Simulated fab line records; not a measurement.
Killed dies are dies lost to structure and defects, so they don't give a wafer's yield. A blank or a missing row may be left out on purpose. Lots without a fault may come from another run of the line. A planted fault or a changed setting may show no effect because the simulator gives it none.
Problem report in the 8D (eight disciplines) form, filled by code    flow berkeleyCmos170    the parts of the form that need people (team, actions taken, sign-off) are left out

1. THE ISSUE
V2_TEOS_THK at UCB170_V2_THK_MEAS_01 reads a mean of 1746 nm on 2 wafers of 2 lots; wafers without a fault read 2000 nm with a standard deviation of 25. Relative to the usual mean, that is a shift of -10 standard deviations.
Earliest sighting: wafer L247.3 on filmMetro-02 at day 12 23:55. At this step, 42 wafers from 14 lots have a number in the record. Rule for "out", or "out of limits": more than 4 standard deviations from the usual mean. Any other wafer with a number is counted as sound.

2. WHAT IT IS, AND WHAT IT ISN'T
question                     is                          is not
which readings at this step  V2_TEOS_THK                 -
which lots                   L247, L250                  L228, L229, L230, L231, L232, L233, L234, L235, L236, L237, L240, L244
which wafers of those lots   L247.3, L250.4              L247.2, L247.6, L250.5, L250.6
read on which gauges         filmMetro-02, filmMetro-03  filmMetro-04
when                         from day 12 23:55           up to then (38 sound wafers); but 2 sound wafers of L250 came after

3. WHAT RULES OUT EACH SUSPECT
Counting: if a tool at a process step up to the reading ran every lot that is out, it stays a suspect. Sound lots after the first of them don't rule it out here, since some wafers of a struck lot are sound.
- the gauge at UCB170_V2_THK_MEAS_01: ruled out. Those wafers that are out were read across 2 gauges (filmMetro-02, filmMetro-03).
- pecvd-01 at UCB170_V2_CVD_00 (deposits SiO2 from TEOS/O2, target thk 2000 nm, time 250 s): kept. Ran every lot that is out, first one L247 (day 12 23:45); last sound lot up to then L244 (day 12 10:20). On those wafers its own readings are out: runLengthS.
- pecvd-01, UCB170_V2_CVD_00: wafers that are out in chamber 2, sound lot-mates in chambers 0, 1.
Left after counting: pecvd-01 at UCB170_V2_CVD_00.

4. THE CAUSE (what the simulator had put in)
pecvd-01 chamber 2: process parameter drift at UCB170_V2_CVD_00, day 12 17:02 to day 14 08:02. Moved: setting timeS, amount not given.
Counting left only this tool.

5. SEQUENCE OF EFFECTS, ordered by route
Each row: a reading where the mean over the struck wafers with a number is more than 3 standard deviations away from the usual. Only readings for which the record gives a usual standard deviation are gone through. hours: the time from each lot's start at the first step in this table that gives one to its start at this step, as a median over the lots. sigmas: the change in usual standard deviations.
hours  step                   reading      usual    on struck wafers  change  sigmas
0      UCB170_V2_CVD_00       runLengthS   277.8 s  242.9             -34.9   -56
0      UCB170_V2_THK_MEAS_01  V2_TEOS_THK  2000 nm  1746              -254    -10
Process steps it contains:
- UCB170_V2_CVD_00: deposits SiO2 from TEOS/O2, target thk 2000 nm, time 250 s.
Readings that are blank on the struck wafers while sound wafers have them: rfFwdPowerW at UCB170_V2_CVD_00.
Later steps that measure or inspect, where all struck wafers having a row at the step show a number for every such reading and not one has moved that far: UCB170_V2_OVL_MEAS_13.

6. HOW IT WOULD HAVE BEEN CAUGHT EARLIER
Counted from the fault's start at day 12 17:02, it took 7 hours until the first out-of-limits reading at a measuring or inspecting step in this record, taken at day 12 23:55.
At UCB170_V2_CVD_00, the tool's own readings (runLengthS) were out on each struck wafer the step has a row for, so an alarm limit on them would have fired on the first such wafer.
L250, from the lots that are out (2), started UCB170_V2_CVD_00 on pecvd-01 later than day 12 23:55. Putting the tool on hold at that point would have spared it.
